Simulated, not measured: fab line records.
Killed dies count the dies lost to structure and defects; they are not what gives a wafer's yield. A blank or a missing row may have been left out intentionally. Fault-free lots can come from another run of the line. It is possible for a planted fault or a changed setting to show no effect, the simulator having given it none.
Tool commonality check ; flow berkeley-cmos170 ; 42 wafers sampled across 14 lots

== WHY THIS WAS OPENED ==
2 of 14 lots carry a flag on the reading SCREENOX_OXIDE_THK at UCB170_SCREENOX_THK_MEAS_02. No-fault wafers: 14.40 nm, standard deviation 0.25.
Rule: flag the lot when none of its wafers has a number, or when each of its wafers that has one lies beyond 4 standard deviations from that mean. The rest of the lots are taken to be sound.

lot;measured;on;SCREENOX_OXIDE_THK (nm), wafer by wafer;flag
L626;day 6 06:31;film-metro-01;14.34 14.75 14.20;
L628;day 6 17:37;film-metro-01;14.57 14.65 14.37;
L630;day 6 17:37;film-metro-03;14.63 14.59 14.55;
L629;day 6 17:40;film-metro-01;14.80 14.59 14.51;
L636;day 7 21:43;film-metro-03;22.86 22.54 23.18;FLAGGED
L633;day 7 21:43;film-metro-03;23.16 23.12 23.11;FLAGGED
L640;day 9 03:01;film-metro-04;14.68 14.40 14.35;
L642;day 9 09:42;film-metro-04;13.97 14.32 14.34;
L643;day 9 09:42;film-metro-01;14.34 14.07 14.35;
L644;day 9 19:25;film-metro-01;14.25 14.10 14.11;
L646;day 10 11:12;film-metro-04;14.15 14.02 14.07;
L647;day 10 11:13;film-metro-01;14.51 14.50 14.69;
L648;day 10 11:13;film-metro-03;13.92 14.34 14.15;
L649;day 11 00:44;film-metro-04;14.02 14.12 14.03;
Average over the flagged lots: 23.00 nm; offset from the usual +8.60 nm, equal to +34 standard deviations.

== TOOL THAT RAN EACH LOT ==
The record holds 2 process steps before the reading, out of a route of 331 steps. Cell contents, in order: the tool; ch with the chambers the sampled wafers went through; the start.
lot;flag;UCB170_NWELL_STRIP_15;UCB170_SCREENOX_OXIDATION_01
L626;;plasma-asher-04 ch 0,1, day 2 12:59;furnace-02 ch 0, day 6 04:50
L628;;plasma-asher-03 ch 0,1, day 2 22:45;furnace-02 ch 0, day 6 15:56
L630;;plasma-asher-03 ch 0,1, day 3 09:58;furnace-02 ch 0, day 6 15:56
L629;;plasma-asher-01 ch 0,1, day 3 04:16;furnace-02 ch 0, day 6 15:56
L636;FLAGGED;plasma-asher-04 ch 0,1, day 4 14:26;furnace-02 ch 0, day 7 17:02
L633;FLAGGED;plasma-asher-03 ch 0,1, day 3 22:59;furnace-02 ch 0, day 7 17:02
L640;;plasma-asher-03 ch 0,1, day 5 12:26;furnace-01 ch 0, day 9 01:21
L642;;plasma-asher-03 ch 0,1, day 5 17:39;furnace-01 ch 0, day 9 08:01
L643;;plasma-asher-01 ch 0,1, day 6 02:29;furnace-01 ch 0, day 9 08:01
L644;;plasma-asher-03 ch 0,1, day 6 10:37;furnace-02 ch 0, day 9 17:44
L646;;plasma-asher-03 ch 0,1, day 6 16:16;furnace-04 ch 0, day 10 09:32
L647;;plasma-asher-01 ch 0,1, day 6 22:14;furnace-04 ch 0, day 10 09:32
L648;;plasma-asher-03 ch 0,1, day 6 21:59;furnace-04 ch 0, day 10 09:32
L649;;plasma-asher-03 ch 0,1, day 7 09:47;furnace-01 ch 0, day 10 23:04
What these steps do:
- UCB170_NWELL_STRIP_15: strips in O2.
- UCB170_SCREENOX_OXIDATION_01: target thk 14.4 nm, ox time 2400 s.
- UCB170_SCREENOX_THK_MEAS_02

== FLAGGED OVER TOTAL, TOOL BY TOOL (the gauges that took the reading come last) ==
step;tool;lots run;flagged;share of the flagged lots;sound lots run after its first flagged lot
UCB170_NWELL_STRIP_15;plasma-asher-01;3;0;none;-
UCB170_NWELL_STRIP_15;plasma-asher-03;9;1;some;6 (L640,L642,L644,L646,L648,L649)
UCB170_NWELL_STRIP_15;plasma-asher-04;2;1;some;0
UCB170_SCREENOX_OXIDATION_01;furnace-01;4;0;none;-
UCB170_SCREENOX_OXIDATION_01;furnace-02;7;2;all;1 (L644)
UCB170_SCREENOX_OXIDATION_01;furnace-04;3;0;none;-
UCB170_SCREENOX_THK_MEAS_02;film-metro-01;6;0;none;-
UCB170_SCREENOX_THK_MEAS_02;film-metro-03;4;2;all;1 (L648)
UCB170_SCREENOX_THK_MEAS_02;film-metro-04;4;0;none;-

== THE TABLE: WHAT IT ALLOWS ==
Every flagged lot went through 2 rows of the table: furnace-02 at UCB170_SCREENOX_OXIDATION_01 and film-metro-03 at UCB170_SCREENOX_THK_MEAS_02.
- furnace-02 at UCB170_SCREENOX_OXIDATION_01: 2 of its 7 lots flagged. After the first flagged lot (L644), sound lots still ran on it; a lasting fault on the whole tool would not permit that.
- film-metro-03 at UCB170_SCREENOX_THK_MEAS_02: 2 of its 4 lots flagged. After the first flagged lot (L648), sound lots still ran on it; a lasting fault on the whole tool would not permit that.
Not one row of the table ran every flagged lot while running no sound lot after the first.

== WHAT WAS PUT IN BY THE SIMULATOR ==
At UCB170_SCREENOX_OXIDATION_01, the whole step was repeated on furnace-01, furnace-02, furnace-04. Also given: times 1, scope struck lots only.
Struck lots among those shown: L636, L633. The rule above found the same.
